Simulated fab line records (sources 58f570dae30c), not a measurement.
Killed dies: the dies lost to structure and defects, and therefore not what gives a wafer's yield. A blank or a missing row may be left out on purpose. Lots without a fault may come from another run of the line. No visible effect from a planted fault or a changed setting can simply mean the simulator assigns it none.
Which tool is to blame? | flow berkeleyCmos170 | 37 wafers from 13 lots sampled at 5 of the route's 331 steps

== WHAT EACH GAUGE READ, for each wafer ==
UCB170_M1_RS_MEAS_01: a four-point-probe measurement. Usual: M1_AL_RS typically reads 0.0482 ohm/sq, with standard deviation 0.00039.
lot  | measured     | on           | M1_AL_RS (ohm/sq)    | flag
L460 | day 7 07:07  | filmMetro-02 | 0.0481 0.0486 0.0482 | 
L459 | day 7 09:00  | filmMetro-01 | 0.0485 0.0482 0.0477 | 
L462 | day 8 04:12  | filmMetro-01 | 0.0485 0.0487 0.0484 | 
L463 | day 8 04:14  | filmMetro-04 | 0.0476 0.0481 0.0480 | 
L465 | day 8 23:30  | filmMetro-01 | 0.0480 0.0481 0.0485 | 
L466 | day 8 23:48  | filmMetro-01 | 0.0480 0.0482 0.0482 | 
L467 | day 9 02:29  | filmMetro-02 | 0.0481 0.0477 0.0480 | 
L470 | day 10 02:34 | filmMetro-02 | 0.0491 0.0486 0.0493 | 
L473 | day 10 02:34 | filmMetro-01 | 0.0480 0.0482 0.0477 | 
L474 | day 10 11:13 | filmMetro-04 | 0.0487 0.0487 0.0481 | 
L481 | day 11 10:14 | filmMetro-01 | 0.0486 0.0484 0.0483 | 
L482 | day 11 12:12 | filmMetro-01 | 0.0478 0.0476 0.0477 | 
L480 | day 11 12:32 | filmMetro-04 | 0.1086 0.1086        | OFF

UCB170_M1_THK_MEAS_02: measures by xrf. Usual: M1_AL_THK typically reads 603 nm, with standard deviation 6.1.
lot  | measured     | on           | M1_AL_THK (nm) | flag
L460 | day 7 07:14  | filmMetro-02 | 608 599 607    | 
L459 | day 7 09:07  | filmMetro-01 | 602 604 611    | 
L462 | day 8 04:19  | filmMetro-01 | 596 595 596    | 
L463 | day 8 04:20  | filmMetro-04 | 607 602 610    | 
L465 | day 8 23:37  | filmMetro-01 | 602 600 597    | 
L466 | day 8 23:55  | filmMetro-01 | 606 601 602    | 
L467 | day 9 02:36  | filmMetro-02 | 606 613 607    | 
L470 | day 10 02:41 | filmMetro-02 | 592 599 595    | 
L473 | day 10 02:41 | filmMetro-01 | 601 601 604    | 
L474 | day 10 11:20 | filmMetro-04 | 597 600 609    | 
L481 | day 11 10:22 | filmMetro-01 | 599 603 600    | 
L482 | day 11 12:19 | filmMetro-01 | 605 607 605    | 
L480 | day 11 18:09 | filmMetro-04 | 273 275        | OFF

UCB170_M1_CD_MEAS_09 targets a cd of 700 nm. Usual: cdNm reads 699.3 nm (standard deviation 1.3).
lot  | measured     | on       | cdNm (nm)         | flag
L460 | day 7 08:30  | cdSem-02 | 697.4 698.7 697.5 | 
L459 | day 7 11:00  | cdSem-01 | 698.9 699.2 699.6 | 
L462 | day 8 05:40  | cdSem-02 | 699.6 701.2 698.7 | 
L463 | day 8 05:58  | cdSem-02 | 696.8 695.8 698.5 | 
L465 | day 9 00:34  | cdSem-01 | 699.7 698.7 700.0 | 
L466 | day 9 01:09  | cdSem-01 | 699.3 698.4 698.1 | 
L467 | day 9 03:44  | cdSem-02 | 700.2 700.4 698.9 | 
L470 | day 10 04:02 | cdSem-01 | 699.1 698.9 699.3 | 
L473 | day 10 03:46 | cdSem-01 | 700.1 700.5 700.8 | 
L474 | day 10 12:43 | cdSem-01 | 700.5 698.3 698.8 | 
L481 | day 11 11:52 | cdSem-02 | 696.4 697.1 697.3 | 
L482 | day 11 14:25 | cdSem-01 | 701.4 700.2 700.9 | 
L480 | day 11 22:14 | cdSem-02 | 699.5             | 

== EACH LOT AND THE TOOL THAT RAN IT (in order: tool; ch and the chambers of the sampled wafers; start) ==
lot  | UCB170_CONTACT_STRIP_06             | UCB170_M1_SPUTTER_00
L460 | plasmaAsher-02 ch 0, day 7 05:02    | pvdSputter-03, day 7 07:03
L459 | plasmaAsher-04 ch 0,1, day 7 06:49  | pvdSputter-03, day 7 08:56
L462 | plasmaAsher-01 ch 0,1, day 8 01:38  | pvdSputter-04, day 8 04:08
L463 | plasmaAsher-02 ch 0,1, day 8 01:44  | pvdSputter-03, day 8 04:08
L465 | plasmaAsher-01 ch 0,1, day 8 21:25  | pvdSputter-03, day 8 23:26
L466 | plasmaAsher-04 ch 0,1, day 8 21:30  | pvdSputter-01, day 8 23:43
L467 | plasmaAsher-01 ch 1, day 9 00:00    | pvdSputter-01, day 9 02:25
L470 | plasmaAsher-02 ch 0,1, day 9 19:40  | pvdSputter-04, day 10 02:30
L473 | plasmaAsher-02 ch 0,1, day 9 21:08  | pvdSputter-01, day 10 02:30
L474 | plasmaAsher-01 ch 0,1, day 10 08:53 | pvdSputter-04, day 10 11:09
L481 | plasmaAsher-04 ch 0,1, day 11 07:43 | pvdSputter-01, day 11 10:11
L482 | plasmaAsher-02 ch 0,1, day 11 09:29 | pvdSputter-04, day 11 12:07
L480 | plasmaAsher-01 ch 0, day 11 09:32   | pvdSputter-03, day 11 12:26
- UCB170_CONTACT_STRIP_06: strips in O2.
- UCB170_M1_SPUTTER_00: material Al, target thk 600 nm, time 80 s.

== AS READ BY THE TOOLS THEMSELVES (means over the sampled wafers that have a number; for cases with no such wafer, the mark the record gives instead) ==
UCB170_CONTACT_STRIP_06. Usual: drypumpMotorCurrentA 5.7 A, standard deviation 0.36; oesProductAu 0.735 a.u., standard deviation 0.0049; stripTimeToEndpointS 21.91 s, standard deviation 0.054.
lot  | tool           | drypumpMotorCurrentA (A) | oesProductAu (a.u.) | stripTimeToEndpointS (s) | flag
L460 | plasmaAsher-02 | 6.1                      | 0.737               | 21.95                    | 
L459 | plasmaAsher-04 | 5.4                      | 0.733               | 21.84                    | 
L462 | plasmaAsher-01 | 6.0                      | 0.736               | 21.90                    | 
L463 | plasmaAsher-02 | 6.0                      | 0.737               | 21.91                    | 
L465 | plasmaAsher-01 | 6.0                      | 0.731               | 21.93                    | 
L466 | plasmaAsher-04 | 5.3                      | 0.732               | 21.86                    | 
L467 | plasmaAsher-01 | 5.8                      | 0.734               | 21.96                    | 
L470 | plasmaAsher-02 | 6.0                      | 0.732               | 21.92                    | 
L473 | plasmaAsher-02 | 5.9                      | 0.733               | 21.97                    | 
L474 | plasmaAsher-01 | 6.1                      | 0.732               | 21.88                    | 
L481 | plasmaAsher-04 | 5.4                      | 0.736               | 21.92                    | 
L482 | plasmaAsher-02 | 5.9                      | 0.736               | 21.92                    | 
L480 | plasmaAsher-01 | 6.3                      | 0.727               | 21.94                    | 

UCB170_M1_SPUTTER_00. Usual: throttleValvePct reads 29.8 % (standard deviation 1).
lot  | tool          | throttleValvePct (%) | flag
L460 | pvdSputter-03 | 29.9                 | 
L459 | pvdSputter-03 | 29.9                 | 
L462 | pvdSputter-04 | 30.0                 | 
L463 | pvdSputter-03 | 30.3                 | 
L465 | pvdSputter-03 | 30.4                 | 
L466 | pvdSputter-01 | 30.1                 | 
L467 | pvdSputter-01 | 29.6                 | 
L470 | pvdSputter-04 | 29.4                 | 
L473 | pvdSputter-01 | 29.0                 | 
L474 | pvdSputter-04 | 29.6                 | 
L481 | pvdSputter-01 | 29.7                 | 
L482 | pvdSputter-04 | 29.4                 | 
L480 | pvdSputter-03 | 29.0                 | 

== THE ANSWER, worked out from the rows above alone ==
Rule: a lot counts as off when the mean over its wafers that have a number is more than 3 standard deviations away from the usual mean. Also off: a lot with no number at a reading for which 4 or more lots have one. Any other lot the step has rows for is counted as sound. After the gauges, taken in route order, come the tools' own readings; for these a lot's mean is taken, as printed above. At the first step where some lot is off, the reading lying furthest off is the one used; lots without a number count as furthest.
Off: L480, at UCB170_M1_RS_MEAS_01 (M1_AL_RS).
A tool fits if, at a process step before that reading, it ran every lot that is off, and no sound lot after the first of them. The gauges at UCB170_M1_RS_MEAS_01 are tried like those tools. Can't be told from this: 3 tools fit, plasmaAsher-01 at UCB170_CONTACT_STRIP_06, pvdSputter-03 at UCB170_M1_SPUTTER_00, filmMetro-04 at UCB170_M1_RS_MEAS_01.

== WHAT THE SIMULATOR PUT IN ==
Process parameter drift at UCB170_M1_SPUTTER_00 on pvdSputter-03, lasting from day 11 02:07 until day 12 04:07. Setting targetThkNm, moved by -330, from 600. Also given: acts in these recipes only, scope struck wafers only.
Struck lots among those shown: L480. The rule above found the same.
